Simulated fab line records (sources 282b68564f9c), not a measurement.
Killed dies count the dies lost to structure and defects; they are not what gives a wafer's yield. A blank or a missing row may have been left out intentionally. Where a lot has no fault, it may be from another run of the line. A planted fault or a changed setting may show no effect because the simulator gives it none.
Which of the tools did it?	flow rit_cmos	21 wafers from 7 lots sampled at 3 of the route's 202 steps

== WHAT THE GAUGES READ, wafer by wafer ==
RIT_M1_CD_MEAS_09 targets a cd of 2600 nm.
lot	measured	on	cd_nm (nm)
L986	day 3 23:19	cd_sem-01	2599.3 2599.6 2597.8
L988	day 4 04:50	cd_sem-02	2600.3 2601.3 2599.8
L990	day 4 08:50	cd_sem-02	2599.7 2599.4 2599.2
L994	day 5 08:55	cd_sem-02	2601.5 2602.5 2601.1
L997	day 6 02:55	cd_sem-01	2603.2 2601.3 2602.8
L100	day 6 15:26	cd_sem-01	2602.1 2600.6 2600.4
L106	day 7 17:31	cd_sem-02	2599.4 2596.9 2597.3

== WHAT TOOL EACH LOT RAN ON (gives the tool, then ch and the chambers of the sampled wafers, and finally the start) ==
lot	RIT_CONTACT_ETCH_11	RIT_CONTACT_STRIP_12
L986	rie_diel-03 ch 0,3, day 3 20:52	plasma_asher-04 ch 0,1, day 3 21:03
L988	rie_diel-04 ch 2,3, day 4 02:35	plasma_asher-03 ch 0,1, day 4 02:50
L990	rie_diel-03 ch 2,3, day 4 06:39	plasma_asher-02 ch 0,1, day 4 06:50
L994	rie_diel-02 ch 0,3, day 5 06:32	plasma_asher-03 ch 0,1, day 5 06:44
L997	rie_diel-03 ch 2,3, day 6 00:35	plasma_asher-04 ch 0,1, day 6 00:47
L100	rie_diel-03 ch 1,2,3, day 6 12:59	plasma_asher-02 ch 0,1, day 6 13:11
L106	rie_diel-02 ch 0,1,2, day 7 15:11	plasma_asher-04 ch 0,1, day 7 15:22
- RIT_CONTACT_ETCH_11: etches SiO2 in CHF3/CF4/Ar, stops on TiSi2, target depth 480 nm, time 320 s.
- RIT_CONTACT_STRIP_12: strips in O2, time 180 s.

== THE ANSWER, worked out from the rows above alone ==
Rule: usual is defined by the lots themselves. The widest of any qualifying gaps counts: lots, ordered by their means at a reading, are off when they make up no more than a third of the lots, leave a main group of 4 or more, and stand apart from it by 3 or more times the standard deviation of that group's means. A main group whose means are all the same, to the digits that the tables above print for the reading, isn't used. A lot without any number at a reading at which 4 lots or more have one is off too. Any other lot the step has rows for is counted as sound.
Nothing can be told from this: no lot is off at any reading shown.

== WHAT THE SIMULATOR HAD PUT IN ==
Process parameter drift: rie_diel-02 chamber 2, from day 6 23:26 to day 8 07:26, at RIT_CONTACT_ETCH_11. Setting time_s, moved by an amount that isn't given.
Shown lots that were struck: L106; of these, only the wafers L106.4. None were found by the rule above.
